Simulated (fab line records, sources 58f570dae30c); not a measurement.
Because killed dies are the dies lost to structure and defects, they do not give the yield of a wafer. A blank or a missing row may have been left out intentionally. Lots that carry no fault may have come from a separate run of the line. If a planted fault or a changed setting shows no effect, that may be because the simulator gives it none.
Code-filled problem report in 8D (eight disciplines) form | flow berkeleyCmos170 | the parts of the form that need people (team, actions taken, sign-off) are left out

== 1. WHAT IS WRONG ==
Mean NLDD_RS at UCB170_SDANNEAL_RS_MEAS_05: 560.3 ohm/sq over 9 wafers in 3 lots; fault-free wafers: 616.6 ohm/sq, standard deviation 1.6. That is -35 standard deviations from the usual mean.
The step: measures by four-point-probe.
The first sign was on wafer L667.1 at day 11 01:47, on filmMetro-04. Wafers with a number at this step in the record: 45, from 15 lots. The rule behind "out" and "out of limits": a value lying over 4 standard deviations away from the usual mean. Any other wafer with a number is counted as sound.

== 2. WHAT IT IS AND WHAT IT IS NOT ==
question                    | is                         | is not
which readings at this step | NLDD_RS                    | -
which lots                  | L667, L668, L669           | L653, L654, L655, L657, L658, L660, L661, L663, L664, L665, L666, L671
which wafers of those lots  | all that have a number     | -
read on which gauges        | filmMetro-02, filmMetro-04 | filmMetro-01
when                        | from day 11 01:47          | up to then (30 sound wafers); but 6 sound wafers of L665, L671 came after

== 3. SUSPECTS, AND WHAT RULES EACH OUT ==
Counting: a tool at any process step up to the reading remains a suspect when it ran all the lots that are out and ran no sound lot after the first of those.
- the gauge at UCB170_SDANNEAL_RS_MEAS_05 is ruled out. 2 gauges (filmMetro-02, filmMetro-04) read the wafers that are out.
- implanter-01 at UCB170_NLDD_IMPLANT_08: kept. All lots that are out passed through it, beginning with L667 at day 10 16:07, and no sound lot followed; its final sound lot before that point was L665 at day 10 10:46.
The count leaves implanter-01 at UCB170_NLDD_IMPLANT_08.

== 4. THE CAUSE (what the simulator had put in) ==
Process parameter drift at UCB170_NLDD_IMPLANT_08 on implanter-01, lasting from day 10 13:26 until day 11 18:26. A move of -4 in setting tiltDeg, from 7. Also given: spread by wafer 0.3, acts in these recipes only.
Counting left only this tool.

== 5. THE EFFECT CHAIN, in route order ==
Rows list readings where the struck wafers' mean (over those with a number) sits beyond 3 standard deviations from the usual. Only readings whose record carries a usual standard deviation are examined. hours: median over the lots of the time between each lot's start at the first step of this table that gives one and its start at this step. sigmas: the change, counted in usual standard deviations.
hours | step                       | reading | usual        | on struck wafers | change | sigmas
0     | UCB170_SDANNEAL_RS_MEAS_05 | NLDD_RS | 616.6 ohm/sq | 560.3            | -56.3  | -35

== 6. HOW IT WOULD HAVE BEEN CAUGHT EARLIER ==
12 hours passed between the start of the fault at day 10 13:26 and the first reading out of limits at a measuring or inspecting step in this record, taken at day 11 01:47.
Tool readings at UCB170_NLDD_IMPLANT_08 with a usual standard deviation given in the record: none out on any struck wafer, hence no alarm at a limit of 4 standard deviations on them.
Of the lots that are out (3), L668, L669 began UCB170_NLDD_IMPLANT_08 on implanter-01 after day 11 01:47. A hold on the tool at that time would have spared those 2.
